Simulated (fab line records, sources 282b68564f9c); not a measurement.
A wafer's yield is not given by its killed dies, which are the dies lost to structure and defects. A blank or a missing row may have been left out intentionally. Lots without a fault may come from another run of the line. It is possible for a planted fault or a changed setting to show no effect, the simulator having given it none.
Which tool was responsible? ; flow rit-cmos ; 14 lots, 42 wafers sampled, at 5 steps of a route of 202

== WHAT THE GAUGES SHOWED, per wafer ==
RIT_ACTIVE_BOW_MEAS_00. Usual: INCOMING_BOW 1 um, standard deviation 6.
lot;measured;on;INCOMING_BOW (um);flag
L640;day 1 10:02;film-metro-02;3 -4 -5;
L641;day 1 15:01;film-metro-04;-2 -11 2;
L642;day 1 20:00;film-metro-04;1 -8 2;
L643;day 2 01:01;film-metro-02;3 9 -3;
L647;day 2 21:01;film-metro-01;9 2 -1;
L648;day 3 02:02;film-metro-04;3 -8 2;
L650;day 3 12:00;film-metro-01;-2 4 -6;
L651;day 3 17:00;film-metro-01;-4 3 9;
L653;day 4 03:00;film-metro-04;11 6 5;
L655;day 4 13:00;film-metro-02;6 8 7;
L657;day 4 23:00;film-metro-04;-2 3 -4;
L659;day 5 09:01;film-metro-04;3 -5 4;
L661;day 5 19:00;film-metro-02;-1 2 4;
L663;day 6 05:00;film-metro-04;10 -7 8;

RIT_NSD_OVL_MEAS_06. Usual: NSD_OVL 1.2 nm, standard deviation 1.4.
lot;measured;on;NSD_OVL (nm);flag
L640;day 3 04:07;overlay-02;3.5 5.0 2.3;
L641;day 3 07:11;overlay-02;0.3 -0.6 0.8;
L642;day 3 11:09;overlay-02;3.0 -0.2 0.3;
L643;day 3 17:38;overlay-02;0.1 0.6 -1.0;
L647;day 4 14:09;overlay-02;-0.9 1.8 0.4;
L648;day 4 16:29;overlay-02;2.0 2.8 1.3;
L650;day 5 05:10;overlay-02;2.9 2.9 1.7;
L651;day 5 08:58;overlay-01;1.0 -1.0 -0.7;
L653;day 5 17:11;overlay-02;1.2 3.0 3.6;
L655;day 6 04:36;overlay-02;0.7 2.0 1.5;
L657;day 6 12:44;overlay-02;0.5 1.9 0.4;
L659;day 6 22:29;overlay-02;1.7 1.6 2.8;
L661;day 7 08:36;overlay-02;3.6 2.5 0.9;
L663;day 7 18:28;overlay-01;1.0 0.1 0.6;

RIT_SDANNEAL_RS_MEAS_04: measurement is done with a four-point probe. Usual: PSD_RS 116.25 ohm/sq, standard deviation 0.25.
lot;measured;on;PSD_RS (ohm/sq);flag
L640;day 3 06:41;film-metro-01;116.41 116.35 116.55;
L641;day 3 09:54;film-metro-01;116.26 116.45 115.87;
L642;day 3 13:35;film-metro-04;116.56 116.50 116.65;
L643;day 3 20:07;film-metro-04;116.16 116.20 116.04;
L647;day 4 16:43;film-metro-02;116.02 116.21 116.22;
L648;day 4 19:03;film-metro-02;128.06 128.08 128.04 128.08 128.17 127.96;OFF
L650;day 5 07:47;film-metro-02;128.28 128.53 128.66 128.66 128.60 128.59;OFF
L651;day 5 11:22;film-metro-04;116.17 116.52 116.25;
L653;day 5 19:43;film-metro-02;116.22 116.56 116.29;
L655;day 6 07:16;film-metro-02;116.27 116.37 116.45;
L657;day 6 15:11;film-metro-01;116.50 116.56 116.51;
L659;day 7 00:55;film-metro-04;115.94 116.17 116.34;
L661;day 7 11:08;film-metro-02;116.13 116.03 115.97;
L663;day 7 20:58;film-metro-01;116.05 115.99 116.12;

RIT_CONTACT_CD_MEAS_08: the cd target is 1000 nm. Usual: 999.1 nm for cd-nm, sd 2.5.
lot;measured;on;cd-nm (nm);flag
L640;day 3 08:59;cd-sem-01;994.9 996.0 994.1;
L641;day 3 12:02;cd-sem-02;1001.8 1000.4 999.9;
L642;day 3 15:42;cd-sem-02;995.4 995.6 994.3;
L643;day 3 22:19;cd-sem-01;999.2 1001.4 997.2;
L647;day 4 18:47;cd-sem-01;997.8 997.7 996.6;
L651;day 5 13:33;cd-sem-02;998.1 1000.2 1000.9;
L653;day 5 22:00;cd-sem-02;1000.3 1001.9 1000.7;
L655;day 6 09:25;cd-sem-02;1000.1 1002.4 1003.1;
L657;day 6 17:18;cd-sem-02;997.2 997.6 997.1;
L659;day 7 03:16;cd-sem-02;1001.0 1002.3 1002.0;
L661;day 7 13:13;cd-sem-02;1003.6 1000.9 1003.1;
L663;day 7 23:16;cd-sem-02;999.6 999.8 1000.1;

== EACH LOT AND THE TOOL THAT RAN IT (in order: tool; ch and the chambers of the sampled wafers; start) ==
lot;RIT_SDANNEAL_RTA_03
L640;rtp-anneal-02 ch 0, day 3 06:37
L641;rtp-anneal-01 ch 0, day 3 09:50
L642;rtp-anneal-02 ch 0, day 3 13:32
L643;rtp-anneal-01 ch 0, day 3 20:02
L647;rtp-anneal-01 ch 0, day 4 16:38
L648;rtp-anneal-02 ch 0, day 4 18:58
L650;rtp-anneal-02 ch 0, day 5 07:44
L651;rtp-anneal-01 ch 0, day 5 11:19
L653;rtp-anneal-01 ch 0, day 5 19:39
L655;rtp-anneal-01 ch 0, day 6 07:13
L657;rtp-anneal-01 ch 0, day 6 15:08
L659;rtp-anneal-01 ch 0, day 7 00:50
L661;rtp-anneal-01 ch 0, day 7 11:05
L663;rtp-anneal-01 ch 0, day 7 20:54
- RIT_SDANNEAL_RTA_03: time 5 s.

== AS READ BY THE TOOLS THEMSELVES (means over the sampled wafers that have a number; for cases with no such wafer, the mark the record gives instead) ==
RIT_SDANNEAL_RTA_03. Usual: 1053.6 for wafer_temp_C_max, sd 1.1.
lot;tool;wafer_temp_C_max;flag
L640;rtp-anneal-02;1053.1;
L641;rtp-anneal-01;1053.5;
L642;rtp-anneal-02;1053.2;
L643;rtp-anneal-01;1053.1;
L647;rtp-anneal-01;1053.5;
L648;rtp-anneal-02;1053.7;
L650;rtp-anneal-02;1053.6;
L651;rtp-anneal-01;1053.1;
L653;rtp-anneal-01;1053.8;
L655;rtp-anneal-01;1053.9;
L657;rtp-anneal-01;1054.4;
L659;rtp-anneal-01;1053.2;
L661;rtp-anneal-01;1054.4;
L663;rtp-anneal-01;1053.6;

== THE ANSWER, worked out from the rows above alone ==
Rule: a lot is off if the mean of its wafers that have a number lies more than 3 standard deviations from the usual mean. Also off: a lot with no number at a reading for which 4 or more lots have one. Any other lot the step has rows for is counted as sound. Order of review: gauges by route order, followed by the tools' own readings, for which a lot's mean as printed above is used. At the first step where some lot is off, the reading lying furthest off is the one used; lots without a number count as furthest.
Off: L648, L650, seen at RIT_SDANNEAL_RS_MEAS_04 (PSD_RS).
A tool fits if, at a process step before that reading, it ran every lot that is off, and no sound lot after the first of them. Gauges at RIT_SDANNEAL_RS_MEAS_04: tried the same way as those tools. One fits: rtp-anneal-02 at RIT_SDANNEAL_RTA_03. A fault onset in the window from L642 (day 3 13:32, its last sound lot) to L648 (day 4 18:58, its first lot off) fits.

== WHAT THE SIMULATOR HAD PUT IN ==
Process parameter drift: rtp-anneal-02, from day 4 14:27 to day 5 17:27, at RIT_SDANNEAL_RTA_03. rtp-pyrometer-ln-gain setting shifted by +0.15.
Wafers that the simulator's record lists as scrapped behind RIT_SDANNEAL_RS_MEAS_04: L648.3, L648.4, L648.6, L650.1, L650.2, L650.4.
Lots struck among those shown: L648, L650. This agrees with what the rule above found.
